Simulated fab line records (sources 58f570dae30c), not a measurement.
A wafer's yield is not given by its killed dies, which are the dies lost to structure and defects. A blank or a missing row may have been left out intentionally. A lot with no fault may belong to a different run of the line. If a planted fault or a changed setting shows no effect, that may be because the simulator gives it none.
2 desks looking at one fault / flow berkeley-cmos170 / only its own numbers are on each desk; what lay behind them is given at the end

FOR THE TOOL OWNER'S DESK: pvd-sputter-01
The tool's own readings at UCB170_M3_SPUTTER_01 (material Al, target thk 900 nm, time 120 s): means of the sampled wafers that have a number, for each lot that ran on this tool. A lot is out of limits, marked OUT, if its mean lies more than 4 standard deviations from the usual mean; the brackets give that distance.
Columns: A = chamber-pressure-pa at UCB170_M3_SPUTTER_01, usual 0.4999 Pa; B = throttle-valve-pct at UCB170_M3_SPUTTER_01, usual 29.7 %
lot=L183; first seen here=day 8 20:26; A=0.5002; B=28.8
lot=L179; first seen here=day 8 21:53; A=0.5000; B=29.3
lot=L182; first seen here=day 9 04:39; A=0.4996; B=30.0
lot=L192; first seen here=day 10 23:23; A=0.5000; B=28.6
lot=L191; first seen here=day 11 07:04; A=0.4991; B=29.7
This desk found nothing out of limits on any of the 5 lots.

AT THE METROLOGY DESK
What the gauges read for every lot (on any tool): the sampled wafers with a number, averaged. A lot is out of limits, marked OUT, if its mean lies more than 4 standard deviations from the usual mean; the brackets give that distance.
Columns: A = cd-nm at UCB170_M1_CD_MEAS_90, usual 698.9 nm; B = M2_OVL at UCB170_M2_OVL_MEAS_16, usual 5 nm; C = M3_AL_RS at UCB170_M3_RS_MEAS_02, usual 0.0321 ohm/sq; D = M3_AL_THK at UCB170_M3_THK_MEAS_03, usual 913 nm
lot=L183; first seen here=day 8 03:01; A=696.6; B=5; C=0.0325; D=896
lot=L179; first seen here=day 8 04:59; A=697.4; B=6; C=0.0319; D=912
lot=L182; first seen here=day 8 11:59; A=697.8; B=7; C=0.0322; D=913
lot=L181; first seen here=day 8 12:17; A=698.9; B=6; C=0.0320; D=910
lot=L186; first seen here=day 9 14:10; A=699.8; B=4; C=0.0319; D=912
lot=L188; first seen here=day 9 15:34; A=696.8; B=10; C=0.0322; D=901
lot=L192; first seen here=day 10 14:03; A=699.1; B=4; C=0.0204 (-38) OUT; D=1414 (+50) OUT
lot=L189; first seen here=day 10 16:47; A=696.0; B=7; C=0.0321; D=910
lot=L191; first seen here=day 10 16:53; A=697.5; B=-3; C=0.0205 (-37) OUT; D=1416 (+50) OUT
lot=L195; first seen here=day 10 21:38; A=697.5; B=4; C=0.0318; D=932
lot=L197; first seen here=day 11 14:21; A=695.6; B=6; C=0.0321; D=915
lot=L200; first seen here=day 12 03:32; A=701.9; B=11; C=0.0319; D=914
lot=L202; first seen here=day 12 15:08; A=701.1; B=-3; C=0.0327; D=905
lot=L201; first seen here=day 12 16:28; A=702.2; B=-3; C=0.0321; D=918
Finding of this desk: L191, L192 out of limits, first seen on L192 at day 10 23:29 (M3_AL_RS at UCB170_M3_RS_MEAS_02). L183, L179, L182, L181, L186, L188, L189, L195, L197, L200, L202, L201 stayed within limits.

BROUGHT TOGETHER
The metrology desk could have raised an alarm at day 10 23:29, on L191, L192.
Nothing out of limits was seen by the tool owner's desk.
Tool owner's desk: L191, L192 on record, inside its limits.
On pvd-sputter-01, each named lot ran UCB170_M3_SPUTTER_01.

WHAT WAS PUT IN BY THE SIMULATOR
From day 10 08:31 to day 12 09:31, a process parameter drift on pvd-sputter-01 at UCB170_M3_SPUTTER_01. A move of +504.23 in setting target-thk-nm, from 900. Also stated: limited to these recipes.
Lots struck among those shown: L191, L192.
Time in hours between the start of the fault and the first out-of-limits reading at each desk: metrology desk, 15.
